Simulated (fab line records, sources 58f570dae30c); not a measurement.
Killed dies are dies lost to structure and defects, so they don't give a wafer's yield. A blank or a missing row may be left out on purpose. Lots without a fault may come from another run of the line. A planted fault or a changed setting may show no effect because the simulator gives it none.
Split-lot experiment | flow berkeley_cmos170 | 5 lots, 23 wafers read, on a route of 331 steps

THE SPLIT
At UCB170_CONTACT_CVD_01 (deposits PSG from SiH4/O2/PH3, target thk 700 nm, time 2820 s), the setting time_s was moved away from the recipe's 2820 s on 10 of the 23 wafers read, by +4.4% to +6.6%. The other wafers ran this setting at the recipe's value.

The file shows no step between the split and the reading.

THE READING
CONTACT_PSG_THK, in nm, at UCB170_CONTACT_THK_MEAS_02. Fault-free wafers of this fab line usually give 705 nm, standard deviation 6.5 nm.

wafer  | tool, chamber at the split | time_s as run, s | against the recipe | CONTACT_PSG_THK, nm | against lot-mates on the recipe
L074.1 | -, -                       | 3006             | +6.6%              | 751                 | no lot-mate on the recipe
L074.3 | -, -                       | 3006             | +6.6%              | 756                 | no lot-mate on the recipe
L074.4 | -, -                       | 3006             | +6.6%              | 759                 | no lot-mate on the recipe
L074.5 | -, -                       | 3006             | +6.6%              | 752                 | no lot-mate on the recipe
L074.6 | -, -                       | 3006             | +6.6%              | 761                 | no lot-mate on the recipe
L080.2 | -, -                       | 2820             | recipe             | 713                 | -
L080.3 | -, -                       | 2820             | recipe             | 711                 | -
L080.4 | -, -                       | 2820             | recipe             | 706                 | -
L080.5 | -, -                       | 2820             | recipe             | 712                 | -
L080.6 | -, -                       | 2820             | recipe             | 710                 | -
L082.1 | -, -                       | 2943             | +4.4%              | 734                 | no lot-mate on the recipe
L082.2 | -, -                       | 2943             | +4.4%              | 735                 | no lot-mate on the recipe
L082.4 | -, -                       | 2943             | +4.4%              | 736                 | no lot-mate on the recipe
L082.5 | -, -                       | 2943             | +4.4%              | 743                 | no lot-mate on the recipe
L082.6 | -, -                       | 2943             | +4.4%              | 735                 | no lot-mate on the recipe
L084.1 | lpcvd-01, 1                | 2820             | recipe             | 699                 | -
L084.5 | lpcvd-01, 1                | 2820             | recipe             | 696                 | -
L084.6 | lpcvd-01, 1                | 2820             | recipe             | 698                 | -
L081.2 | -, -                       | 2820             | recipe             | 701                 | -
L081.3 | -, -                       | 2820             | recipe             | 697                 | -
L081.4 | -, -                       | 2820             | recipe             | 697                 | -
L081.5 | -, -                       | 2820             | recipe             | 699                 | -
L081.6 | -, -                       | 2820             | recipe             | 702                 | -

THE FIT
A straight line over all 23 wafers: CONTACT_PSG_THK changes by +7.91 nm for each +1% of time_s; r = +0.97; the points scatter about the line by 5.4 nm.
Too few moved wafers have a lot-mate on the recipe to fit a line with each lot's own level taken away.

THE WHOLE CHAIN: every reading that the file lists as answering this split, in the file's order
step                       | what it does                                                               | reading                                                                       | change (the file's fit)              | r (the file's)
UCB170_CONTACT_CVD_01      | deposits PSG from SiH4/O2/PH3, target thk 700 nm, time 2820 s              | PSG_of_CONTACT_CVD_01.thk_nm (the simulator's own value, which no gauge read) | +7.87 nm for each +1% of the setting | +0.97
UCB170_CONTACT_THK_MEAS_02 |                                                                            | CONTACT_PSG_THK                                                               | +7.88 for each +1% of the setting    | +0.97
UCB170_CONTACT_ETCH_18     | etches PSG in CHF3/CF4/Ar, stops on TiSi2, target depth 840 nm, time 195 s | CONTACT.feature_depth_nm (the simulator's own value, which no gauge read)     | +7.87 nm for each +1% of the setting | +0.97
UCB170_CONTACT_ETCH_18     | etches PSG in CHF3/CF4/Ar, stops on TiSi2, target depth 840 nm, time 195 s | etch.depth_nm (the simulator's own value, which no gauge read)                | +7.87 nm for each +1% of the setting | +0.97
UCB170_M1_METAL_ETCH_12    | etches Al in Cl2/BCl3, stops on PSG, target depth 780 nm, time 130 s       | PSG_of_CONTACT_CVD_01.thk_nm (the simulator's own value, which no gauge read) | +8.14 nm for each +1% of the setting | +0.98

THE FILE'S OWN FIT
CONTACT_PSG_THK changes by +7.88 nm for each +1% of time_s, r = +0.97.
